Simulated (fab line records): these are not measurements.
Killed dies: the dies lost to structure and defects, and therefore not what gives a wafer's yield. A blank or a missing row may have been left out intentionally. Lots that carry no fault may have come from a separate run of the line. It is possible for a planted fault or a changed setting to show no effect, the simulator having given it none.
Which tool is to blame? | flow berkeley_cmos170 | Sampling: 13 lots, 39 wafers, 3 of 331 route steps

## WHAT THE GAUGES READ, wafer by wafer
UCB170_PFIELD_OVL_MEAS_06.
lot  | measured     | on         | PFIELD_OVL (nm)
L898 | day 4 20:08  | overlay-01 | 0 -8 -7
L897 | day 4 20:18  | overlay-02 | 6 10 6
L900 | day 5 10:37  | overlay-01 | -3 1 3
L904 | day 5 23:59  | overlay-01 | 3 2 10
L903 | day 6 00:13  | overlay-02 | 0 0 -3
L902 | day 6 05:28  | overlay-01 | 2 8 7
L909 | day 7 01:05  | overlay-01 | 5 0 -3
L906 | day 7 01:22  | overlay-02 | 3 0 4
L910 | day 7 19:38  | overlay-01 | 3 1 3
L912 | day 8 13:25  | overlay-01 | 10 12 11
L913 | day 8 13:31  | overlay-02 | - - -
L919 | day 10 02:34 | overlay-01 | -4 -6 -11
L920 | day 10 07:22 | overlay-01 | 6 0 0

UCB170_PFIELD_TW_MEAS_09.
lot  | measured     | on            | PFIELD_TW
L898 | day 4 20:25  | film_metro-02 | 596 592 594
L897 | day 4 20:35  | film_metro-03 | 609 609 611
L900 | day 5 10:55  | film_metro-02 | 595 595 599
L904 | day 6 00:17  | film_metro-04 | 596 595 594
L903 | day 6 00:29  | film_metro-04 | 594 593 596
L902 | day 6 05:45  | film_metro-04 | 593 594 594
L909 | day 7 01:22  | film_metro-03 | 605 606 605
L906 | day 7 01:40  | film_metro-04 | 601 596 599
L910 | day 7 19:55  | film_metro-04 | 602 601 601
L912 | day 8 13:43  | film_metro-04 | 603 600 602
L913 | day 8 13:48  | film_metro-03 | 30 30 30
L919 | day 10 02:52 | film_metro-04 | 598 597 597
L920 | day 10 07:39 | film_metro-04 | 596 596 595

## TOOL THAT RAN EACH LOT (tool first, then ch and the chambers of the sampled wafers, then the start)
lot  | UCB170_PFIELD_EXPOSE_03
L898 | krf_scanner-01 ch 0, day 4 19:35
L897 | krf_scanner-01 ch 0, day 4 19:42
L900 | krf_scanner-02 ch 0, day 5 10:16
L904 | krf_scanner-02 ch 0, day 5 22:51
L903 | krf_scanner-01 ch 0, day 5 23:03
L902 | krf_scanner-01 ch 0, day 6 05:04
L909 | krf_scanner-01 ch 0, day 7 00:23
L906 | krf_scanner-02 ch 0, day 7 00:39
L910 | krf_scanner-02 ch 0, day 7 19:15
L912 | krf_scanner-02 ch 0, day 8 12:25
L913 | krf_scanner-02 ch 0, day 8 12:32
L919 | krf_scanner-02 ch 0, day 10 02:11
L920 | krf_scanner-01 ch 0, day 10 06:58
- UCB170_PFIELD_EXPOSE_03: exposes mask PFIELD, target cd 1500 nm.

## WHAT THE TOOLS THEMSELVES READ (means of the sampled wafers that have a number; where no wafer has one, the mark that the record gives instead)
The record holds no such reading with a usual standard deviation.

## THE ANSWER, worked out from the rows above alone
Rule: usual is defined by the lots themselves. The widest of any qualifying gaps counts: lots, ordered by their means at a reading, are off when they make up no more than a third of the lots, leave a main group of 4 or more, and stand apart from it by 3 or more times the standard deviation of that group's means. Not used: any main group whose means are identical at the precision the tables above print for the reading. Also off: a lot with no number at a reading for which 4 or more lots have one. All remaining lots with rows at the step are treated as sound. The gauges are gone through in route order, then the tools' own readings, and for those a lot's mean is taken as printed above. At the first step where some lot is off, the reading lying furthest off is the one used; lots without a number count as furthest.
Off: L913, at UCB170_PFIELD_OVL_MEAS_06 (PFIELD_OVL). Without a number there: L913. Main group: mean 2 nm, sd 4.8.
If a tool, at a process step before that reading, ran all the lots that are off and no sound lot after the first of them, it fits. The gauges at UCB170_PFIELD_OVL_MEAS_06 aren't tried: what is off there is off at UCB170_PFIELD_TW_MEAS_09 too, on other tools, and a gauge's error can't cause that. Not one of the candidates tried fits.

## WHAT WAS PUT IN BY THE SIMULATOR
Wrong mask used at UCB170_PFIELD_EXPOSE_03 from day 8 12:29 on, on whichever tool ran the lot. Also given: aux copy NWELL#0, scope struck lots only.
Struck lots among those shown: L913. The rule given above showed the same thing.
